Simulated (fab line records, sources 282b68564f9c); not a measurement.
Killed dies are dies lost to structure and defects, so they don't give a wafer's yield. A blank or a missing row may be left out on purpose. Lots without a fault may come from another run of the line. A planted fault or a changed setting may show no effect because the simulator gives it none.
Problem report in the 8D (eight disciplines) form, filled by code | flow rit_cmos | the parts of the form that need people (team, actions taken, sign-off) are left out

1. THE PROBLEM
wafer_temp_C_max at RIT_SILICIDE_RTA_06 reads a mean of 762.9 on 6 wafers of 2 lots; wafers without a fault read 755.1 with a standard deviation of 1.4. That is +5.6 standard deviations from the usual mean.
The step: time 10 s, ramp up 5 s, ramp down 10 s.
First seen on wafer L146.1, day 6 01:52, on rtp_anneal-01. The record holds 42 wafers of 14 lots with a number at this step. Rule for "out", or "out of limits": more than 4 standard deviations from the usual mean. The other wafers with a number count as sound.

2. WHAT IT IS AND WHAT IT IS NOT
question                    | is                     | is not
which readings at this step | wafer_temp_C_max       | -
which lots                  | L146, L148             | L132, L133, L134, L135, L137, L138, L139, L142, L149, L151, L153, L155
which wafers of those lots  | all that have a number | -
read on which tools         | rtp_anneal-01          | rtp_anneal-02
when                        | from day 6 01:52       | up to then (24 sound wafers); but 12 sound wafers of L149, L151, L153, L155 came after

3. SUSPECTS, AND WHAT RULES EACH OUT
Counting: a tool at a process step up to the reading stays a suspect if it ran every lot that is out and no sound lot after the first of them.
- rtp_anneal-01 at RIT_SILICIDE_RTA_06 (time 10 s, ramp up 5 s, ramp down 10 s): kept. It ran every lot that is out, first L146 (day 6 01:52), and no sound lot after that; its last sound lot up to then is L142 (day 5 05:49). Its own readings are out on those wafers: wafer_temp_C_max.
Left after counting: rtp_anneal-01 at RIT_SILICIDE_RTA_06.

4. THE CAUSE (what the simulator had put in)
Process parameter drift: rtp_anneal-01, from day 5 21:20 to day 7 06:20, at RIT_SILICIDE_RTA_06. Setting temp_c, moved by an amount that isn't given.
Counting left only this tool.

5. THE CHAIN OF EFFECTS, in route order
Each row: a reading whose mean over the struck wafers that have a number lies more than 3 standard deviations from the usual. Only readings for which the record gives a usual standard deviation are gone through. hours: the time from each lot's start at the first step in this table that gives one to its start at this step, as a median over the lots. sigmas: the change in usual standard deviations.
hours | step                | reading          | usual | on struck wafers | change | sigmas
0     | RIT_SILICIDE_RTA_06 | wafer_temp_C_max | 755.1 | 762.9            | +7.8   | +5.6
The process steps in it:
- RIT_SILICIDE_RTA_06: time 10 s, ramp up 5 s, ramp down 10 s.

6. WHAT WOULD HAVE CAUGHT IT SOONER
In this record the first reading out of limits was taken at day 6 01:52, 5 hours after the fault began at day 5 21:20.
